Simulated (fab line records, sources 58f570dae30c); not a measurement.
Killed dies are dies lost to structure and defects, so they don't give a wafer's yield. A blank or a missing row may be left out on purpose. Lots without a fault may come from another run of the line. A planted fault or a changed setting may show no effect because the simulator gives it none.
Split-lot experiment | flow berkeley_cmos170 | 5 lots, 23 wafers read, on a route of 331 steps

THE SPLIT
At UCB170_V2_ETCH_14 (etches SiO2 in CHF3/CF4/Ar, stops on Al, target depth 1250 nm, time 291 s), the setting time_s was moved away from the recipe's 291 s on 4 of the 23 wafers read, by -6.6% to +8.6%. The other wafers ran this setting at the recipe's value.

The reading is taken at the split's own step.

THE READING
KrF_of_V2_COAT_07.thk_nm (the simulator's own value, which no gauge read), in nm, at UCB170_V2_ETCH_14 (etches SiO2 in CHF3/CF4/Ar, stops on Al, target depth 1250 nm, time 291 s). The file gives no usual value for it. The 19 wafers here that ran the recipe average 611.1 nm, standard deviation 4 nm.

wafer  | tool, chamber at the split | time_s as run, s | against the recipe | KrF_of_V2_COAT_07.thk_nm, nm | against lot-mates on the recipe
L077.1 | rie_diel-04, 1             | 291              | recipe             | 614.8                        | -
L077.2 | rie_diel-04, 0             | 291              | recipe             | 607.1                        | -
L077.4 | rie_diel-04, 2             | 291              | recipe             | 607.2                        | -
L077.5 | rie_diel-04, 0             | 291              | recipe             | 610.8                        | -
L077.6 | rie_diel-04, 1             | 291              | recipe             | 612.2                        | -
L076.1 | rie_diel-02, 0             | 291              | recipe             | 603.8                        | -
L076.2 | rie_diel-02, 3             | 291              | recipe             | 610.8                        | -
L076.3 | rie_diel-02, 1             | 291              | recipe             | 611.4                        | -
L076.5 | rie_diel-02, 3             | 271.7            | -6.6%              | 630.2                        | +21.5
L076.6 | rie_diel-02, 1             | 271.7            | -6.6%              | 625.7                        | +17.0
L078.2 | rie_diel-03, 1             | 291              | recipe             | 614.1                        | -
L078.3 | rie_diel-03, 3             | 291              | recipe             | 610                          | -
L078.4 | rie_diel-03, 0             | 291              | recipe             | 615.6                        | -
L078.5 | rie_diel-03, 0             | 291              | recipe             | 613.1                        | -
L078.6 | rie_diel-03, 1             | 291              | recipe             | 615.5                        | -
L081.2 | rie_diel-03, 2             | 291              | recipe             | 610.4                        | -
L081.3 | rie_diel-03, 0             | 291              | recipe             | 619.8                        | -
L081.4 | rie_diel-03, 1             | 316              | +8.6%              | 590.4                        | -23.8
L081.5 | rie_diel-03, 1             | 291              | recipe             | 612.3                        | -
L081.6 | rie_diel-03, 0             | 316              | +8.6%              | 595.3                        | -18.9
L084.3 | rie_diel-02, 1             | 291              | recipe             | 608.9                        | -
L084.5 | rie_diel-02, 0             | 291              | recipe             | 602.7                        | -
L084.6 | rie_diel-02, 1             | 291              | recipe             | 610.5                        | -

THE FIT
A straight line over all 23 wafers: KrF_of_V2_COAT_07.thk_nm changes by -2.28 nm for each +1% of time_s; r = -0.89; the points scatter about the line by 4 nm.
The same after taking each lot's own level away (the mean of its wafers on the recipe; 23 wafers): -2.64 nm for each +1%; r = -0.94; scatter 3.2 nm.
On that fit, the largest move of time_s shifts the reading by 23 nm.
The lots' own levels span 607.37 to 614.17 nm, that is 1.7 times the standard deviation above.
So the lot-to-lot level changes the slope: the two fits differ.
Check: with one of the wafers moved furthest among these (+8.6%) left out of the fit, the line predicts -21.8 nm for it against its lot-mates. It came out at -23.8 nm against them.

OTHER SPLITS ON THESE WAFERS
These wafers also went through other splits before the reading. Each is held against what the fit with the lots' levels taken away leaves over:
other split on the same wafers      | wafers away from the commonest value | r with KrF_of_V2_COAT_07.thk_nm (lot level and that fit taken away)
UCB170_CONTACT_PEB_13 peb_temp_c    | 7                                    | +0.23
UCB170_M1_SPUTTER_00 power_w        | 11                                   | +0.09
UCB170_M1_METAL_ETCH_12 icp_w       | 5                                    | -0.11
UCB170_M2_COAT_10 resist_thk_nm     | 4                                    | +0.18
UCB170_V2_CMP_02 leave_above_ref_nm | 4                                    | +0.30

THE WHOLE CHAIN: every reading that the file lists as answering this split, in the file's order
step               | what it does                                                              | reading                                                                   | change (the file's fit)              | r (the file's)
UCB170_V2_ETCH_14  | etches SiO2 in CHF3/CF4/Ar, stops on Al, target depth 1250 nm, time 291 s | KrF_of_V2_COAT_07.thk_nm (the simulator's own value, which no gauge read) | -2.64 nm for each +1% of the setting | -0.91
UCB170_V2_STRIP_15 | strips in O2                                                              | strip_time_to_endpoint_s                                                  | withheld for each +1% of the setting | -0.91

THE FILE'S OWN FIT
KrF_of_V2_COAT_07.thk_nm changes by -2.64 nm for each +1% of time_s, r = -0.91.
